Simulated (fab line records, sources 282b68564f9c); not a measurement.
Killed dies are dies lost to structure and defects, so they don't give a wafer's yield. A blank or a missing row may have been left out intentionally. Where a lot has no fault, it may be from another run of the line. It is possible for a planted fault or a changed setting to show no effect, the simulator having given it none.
A struck lot beside a sound one    flow rit_cmos    26 steps out of a route of 202
Sound: the wafers L606.1, L606.4, L606.6. Struck: wafers L601.4, L601.5, L601.6. At the end, the cause is stated.
For every step that has rows: the tool of each side, followed by ch and its chambers, followed by its first start. Under that, the readings that differ: sound wafers    struck wafers    difference of the means    sigmas: that difference in standard deviations of wafers without a fault.
alike: readings with means less than 2 such deviations apart, plus words and numbers identical on both sides. not compared: withheld readings, readings lacking a value on some wafer, bounds such as >300 that could conceal the same value, and numbers that have no deviation in the record and whose values overlap.
A row with sigmas, a row that says differs or no value, or rows on one side alone: a step with any of these is where the two part. Numbers that don't overlap but have no deviation are shown without sigmas and don't part them. A reading that every wafer of one side lacks parts them only if that side has two wafers or more.

first, 2 steps without rows for these wafers: RIT_REOX_CLEAN_02 (cleans in SC2, time 600 s); RIT_REOX_OXIDATION_03 (target thk 25.2 nm, ox time 5580 s).
RIT_REOX_THK_MEAS_04:
  struck on film_metro-04, day 4 17:56; sound on film_metro-01, day 5 17:28
  alike: REOX_OXIDE_THK
then, 6 steps without rows for these wafers: RIT_NLDD_HMDS_00 (prime time 60 s); RIT_NLDD_COAT_01 (resist thk 1000 nm); RIT_NLDD_SOFTBAKE_02 (time 60 s); RIT_NLDD_EXPOSE_03 (exposes mask M7, target cd 40700 nm); RIT_NLDD_PEB_04; RIT_NLDD_DEVELOP_05 (develop time 50 s).
RIT_NLDD_OVL_MEAS_06:
  struck on overlay-02, day 4 18:58; sound on overlay-02, day 5 18:23
  alike: NLDD_OVL
then, 2 steps without rows for these wafers: RIT_NLDD_HARDBAKE_07 (time 60 s); RIT_NLDD_IMPLANT_08.
RIT_NLDD_STRIP_09: strips in O2, time 180 s.
  sound on plasma_asher-04 ch 0,1, day 5 18:43; struck on plasma_asher-02 ch 0,1, day 4 19:20
  no value came back on the struck wafers for chamber_pressure_mTorr (mTorr), drypump_motor_current_A (A); on the sound wafers chamber_pressure_mTorr (mTorr) reads 4004 4000 3996
reading                                    sound  struck             difference  sigmas
model.NOVOLAK_of_NLDD_COAT_01.thk_nm (nm)  0 0 0  885.8 886.6 886.6  +886.3      
  not compared: rf_hours_counter_h
RIT_NLDD_TW_MEAS_10:
  struck on film_metro-02, day 4 19:29; sound on film_metro-02, day 5 18:54
  alike: NLDD_TW
then, 6 steps without rows for these wafers: RIT_PLDD_HMDS_00 (prime time 60 s); RIT_PLDD_COAT_01 (resist thk 1000 nm); RIT_PLDD_SOFTBAKE_02 (time 60 s); RIT_PLDD_EXPOSE_03 (exposes mask M8, target cd 40900 nm); RIT_PLDD_PEB_04; RIT_PLDD_DEVELOP_05 (develop time 50 s).
RIT_PLDD_OVL_MEAS_06:
  struck on overlay-01, day 4 20:23; sound on overlay-01, day 5 19:50
  alike: PLDD_OVL
then, 2 steps without rows for these wafers: RIT_PLDD_HARDBAKE_07 (time 60 s); RIT_PLDD_IMPLANT_08.
RIT_PLDD_STRIP_09: strips in O2, time 180 s.
  sound on plasma_asher-01 ch 0,1, day 5 20:13; struck on plasma_asher-04 ch 0,1, day 4 20:46
  alike: chamber_pressure_mTorr, drypump_motor_current_A
  not compared: rf_hours_counter_h
RIT_PLDD_TW_MEAS_10:
  struck on film_metro-03, day 4 21:08; sound on film_metro-01, day 5 20:23
reading  sound           struck    difference  sigmas
PLDD_TW  2382 2374 2376  30 30 30  -2347       -84
  not compared: hold
RIT_M1_PROBE_99:
  rows exist in the record for the sound wafers here (prober-01, day 6 09:59), none for the struck ones

WHERE THEY PART
At RIT_NLDD_STRIP_09 first; at RIT_M1_PROBE_99 last (within this record only).

WHY: what had been put in by the simulator
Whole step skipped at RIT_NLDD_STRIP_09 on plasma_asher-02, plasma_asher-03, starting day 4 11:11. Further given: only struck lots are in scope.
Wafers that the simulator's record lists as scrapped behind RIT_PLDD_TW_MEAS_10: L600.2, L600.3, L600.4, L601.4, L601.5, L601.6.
